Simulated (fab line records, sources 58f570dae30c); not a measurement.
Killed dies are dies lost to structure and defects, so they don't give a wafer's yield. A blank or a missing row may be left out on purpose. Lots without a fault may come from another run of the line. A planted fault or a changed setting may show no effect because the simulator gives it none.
Which tool did it? | flow berkeley_cmos170 | 13 lots, 39 wafers sampled, at 5 steps of a route of 331

WHAT THE GAUGES READ, wafer by wafer
UCB170_M2_CD_MEAS_15: target cd 700 nm.
lot  | measured     | on        | cd_nm (nm)
L291 | day 7 01:38  | cd_sem-01 | 698.6 697.4 698.4
L292 | day 7 13:13  | cd_sem-01 | 699.3 700.2 698.7
L295 | day 8 02:41  | cd_sem-01 | 697.5 697.6 696.0
L296 | day 8 12:55  | cd_sem-02 | 702.6 700.2 700.8
L300 | day 9 04:44  | cd_sem-02 | 700.5 700.9 699.8
L305 | day 10 13:25 | cd_sem-02 | 701.4 701.0 700.0
L307 | day 10 15:01 | cd_sem-02 | 702.4 701.4 701.9
L306 | day 11 00:59 | cd_sem-02 | 700.5 701.6 702.0
L311 | day 11 19:39 | cd_sem-02 | 701.9 702.7 701.9
L309 | day 11 16:46 | cd_sem-01 | 701.2 703.4 701.8
L312 | day 11 19:55 | cd_sem-02 | 700.4 699.9 701.1
L313 | day 12 12:23 | cd_sem-01 | 700.6 700.7 701.6
L314 | day 12 12:10 | cd_sem-01 | 697.9 698.0 698.6

WHICH TOOL RAN EACH LOT (tool, then ch and the chambers of the sampled wafers, then the start)
lot  | UCB170_CONTACT_RTA_08            | UCB170_CONTACT_ETCH_17             | UCB170_V1_ETCH_14                  | UCB170_V1_STRIP_15
L291 | rtp_anneal-01 ch 0, day 6 12:36  | rie_diel-04 ch 1,2, day 6 13:56    | rie_diel-01 ch 1,2,3, day 6 22:27  | plasma_asher-02 ch 0,1, day 6 22:38
L292 | rtp_anneal-02 ch 0, day 6 23:20  | rie_diel-04 ch 0,1,3, day 7 01:01  | rie_diel-01 ch 1,2,3, day 7 09:20  | plasma_asher-02 ch 0,1, day 7 09:31
L295 | rtp_anneal-02 ch 0, day 7 15:13  | rie_diel-04 ch 2,3, day 7 16:15    | rie_diel-01 ch 0,2, day 8 00:13    | plasma_asher-04 ch 0,1, day 8 00:25
L296 | rtp_anneal-02 ch 0, day 8 02:11  | rie_diel-01 ch 1,2, day 8 03:14    | rie_diel-03 ch 1,2,3, day 8 10:22  | plasma_asher-01 ch 0,1, day 8 10:33
L300 | rtp_anneal-01 ch 0, day 8 14:45  | rie_diel-02 ch 0,1, day 8 16:02    | rie_diel-01 ch 0,1,2, day 9 02:26  | plasma_asher-01 ch 0,1, day 9 02:37
L305 | rtp_anneal-01 ch 0, day 10 00:38 | rie_diel-02 ch 0,1,2, day 10 01:41 | rie_diel-03 ch 0,2, day 10 10:41   | plasma_asher-02 ch 0,1, day 10 10:54
L307 | rtp_anneal-02 ch 0, day 10 02:38 | rie_diel-02 ch 0,1, day 10 03:53   | rie_diel-03 ch 0,2, day 10 12:43   | plasma_asher-02 ch 0,1, day 10 12:53
L306 | rtp_anneal-01 ch 0, day 10 11:03 | rie_diel-04 ch 0,1,2, day 10 12:31 | rie_diel-04 ch 1,2,3, day 10 21:41 | plasma_asher-04 ch 0,1, day 10 21:52
L311 | rtp_anneal-01 ch 0, day 11 04:46 | rie_diel-01 ch 0,1,2, day 11 06:25 | rie_diel-01 ch 0,3, day 11 16:49   | plasma_asher-02 ch 0,1, day 11 17:00
L309 | rtp_anneal-02 ch 0, day 11 04:47 | rie_diel-04 ch 2,3, day 11 06:08   | rie_diel-01 ch 2,3, day 11 14:24   | plasma_asher-02 ch 0,1, day 11 14:37
L312 | rtp_anneal-01 ch 0, day 11 04:49 | rie_diel-04 ch 0,1,3, day 11 06:58 | rie_diel-04 ch 0,1,3, day 11 17:04 | plasma_asher-04 ch 0,1, day 11 17:14
L313 | rtp_anneal-02 ch 0, day 11 19:33 | rie_diel-02 ch 1,2,3, day 11 21:26 | rie_diel-01 ch 1,2, day 12 08:58   | plasma_asher-04 ch 0,1, day 12 09:09
L314 | rtp_anneal-02 ch 0, day 11 20:38 | rie_diel-02 ch 0,3, day 11 22:35   | rie_diel-03 ch 1,2, day 12 08:51   | plasma_asher-01 ch 0,1, day 12 09:02
- UCB170_CONTACT_RTA_08: time 10 s.
- UCB170_CONTACT_ETCH_17: etches BARC in N2/H2.
- UCB170_V1_ETCH_14: etches SiO2 in CHF3/CF4/Ar, stops on Al, target depth 1250 nm, time 297.6 s.
- UCB170_V1_STRIP_15: strips in O2.

WHAT THE TOOLS THEMSELVES READ (means of the sampled wafers that have a number; where no wafer has one, the mark that the record gives instead)
UCB170_CONTACT_RTA_08.
lot  | tool          | lamp_power_pct (%) | wafer_temp_C_max
L291 | rtp_anneal-01 | 22.86              | 903.8
L292 | rtp_anneal-02 | 23.37              | 907.9
L295 | rtp_anneal-02 | 23.36              | 906.9
L296 | rtp_anneal-02 | 23.34              | 908.8
L300 | rtp_anneal-01 | 22.85              | 903.0
L305 | rtp_anneal-01 | 22.83              | 902.9
L307 | rtp_anneal-02 | 23.37              | 906.4
L306 | rtp_anneal-01 | 22.86              | 902.8
L311 | rtp_anneal-01 | 22.84              | 902.7
L309 | rtp_anneal-02 | 23.35              | 907.7
L312 | rtp_anneal-01 | 22.86              | 903.2
L313 | rtp_anneal-02 | 23.33              | 907.7
L314 | rtp_anneal-02 | 23.36              | 907.1

UCB170_CONTACT_ETCH_17.
lot  | tool        | drypump_motor_current_A (A) | oes_product_au (a.u.) | throttle_valve_pct (%)
L291 | rie_diel-04 | 6.0                         | 1.004                 | 13.46
L292 | rie_diel-04 | 5.6                         | 1.010                 | 13.42
L295 | rie_diel-04 | 6.0                         | 1.018                 | 13.50
L296 | rie_diel-01 | 5.8                         | 0.998                 | 13.25
L300 | rie_diel-02 | 5.9                         | 0.992                 | 13.34
L305 | rie_diel-02 | 5.9                         | 1.003                 | 13.22
L307 | rie_diel-02 | 5.6                         | 0.995                 | 13.46
L306 | rie_diel-04 | 5.9                         | 1.001                 | 13.47
L311 | rie_diel-01 | 5.8                         | 1.000                 | 13.37
L309 | rie_diel-04 | 5.7                         | 1.020                 | 13.42
L312 | rie_diel-04 | 5.6                         | 1.004                 | 13.42
L313 | rie_diel-02 | 6.0                         | 1.003                 | 13.12
L314 | rie_diel-02 | 5.5                         | 1.000                 | 13.38

UCB170_V1_ETCH_14.
lot  | tool        | drypump_motor_current_A (A) | oes_product_au (a.u.) | throttle_valve_pct (%)
L291 | rie_diel-01 | 5.8                         | 0.866                 | 6.94
L292 | rie_diel-01 | 5.8                         | 0.867                 | 6.94
L295 | rie_diel-01 | 5.6                         | 0.869                 | 6.94
L296 | rie_diel-03 | 6.0                         | 0.867                 | 6.92
L300 | rie_diel-01 | 5.8                         | 0.849                 | 6.97
L305 | rie_diel-03 | 6.2                         | 0.856                 | 6.83
L307 | rie_diel-03 | 6.2                         | 0.856                 | 6.82
L306 | rie_diel-04 | 5.7                         | 0.873                 | 7.02
L311 | rie_diel-01 | 5.5                         | 0.860                 | 6.96
L309 | rie_diel-01 | 5.5                         | 0.865                 | 6.88
L312 | rie_diel-04 | 5.6                         | 0.875                 | 7.02
L313 | rie_diel-01 | 5.8                         | 0.871                 | 6.88
L314 | rie_diel-03 | 6.0                         | 0.865                 | 6.99

UCB170_V1_STRIP_15.
lot  | tool            | drypump_motor_current_A (A) | oes_product_au (a.u.) | strip_time_to_endpoint_s (s)
L291 | plasma_asher-02 | 6.0                         | 0.719                 | 15.24
L292 | plasma_asher-02 | 6.1                         | 0.719                 | 15.16
L295 | plasma_asher-04 | 5.1                         | 0.723                 | 15.32
L296 | plasma_asher-01 | 5.4                         | 0.722                 | 15.30
L300 | plasma_asher-01 | 5.6                         | 0.721                 | 15.03
L305 | plasma_asher-02 | 6.0                         | 0.720                 | 15.32
L307 | plasma_asher-02 | 6.0                         | 0.723                 | 15.17
L306 | plasma_asher-04 | 5.0                         | 0.725                 | 15.12
L311 | plasma_asher-02 | 6.1                         | 0.722                 | 15.16
L309 | plasma_asher-02 | 5.9                         | 0.716                 | 15.21
L312 | plasma_asher-04 | 5.0                         | 0.720                 | 15.22
L313 | plasma_asher-04 | 5.0                         | 0.724                 | 15.17
L314 | plasma_asher-01 | 5.4                         | 0.720                 | 15.19

THE ANSWER, worked out from the rows above alone
Rule: what is usual is taken from the lots themselves. Put in order of their means at a reading, lots are off if they are a third of the lots or fewer, leave a main group of 4 or more, and stand apart from it by a gap of 3 or more times the standard deviation of the main group's means; of several such gaps the widest counts. A main group whose means are all the same, to the digits that the tables above print for the reading, isn't used. A lot without any number at a reading at which 4 lots or more have one is off too. The other lots that the step has rows for count as sound. The gauges are gone through in route order, then the tools' own readings, and for those a lot's mean is taken as printed above. The first step at which some lot is off is used, and at that step the reading that is off furthest; a lot without a number counts as furthest.
No lot is off at any reading shown: from this, nothing can be told.

WHAT THE SIMULATOR HAD PUT IN
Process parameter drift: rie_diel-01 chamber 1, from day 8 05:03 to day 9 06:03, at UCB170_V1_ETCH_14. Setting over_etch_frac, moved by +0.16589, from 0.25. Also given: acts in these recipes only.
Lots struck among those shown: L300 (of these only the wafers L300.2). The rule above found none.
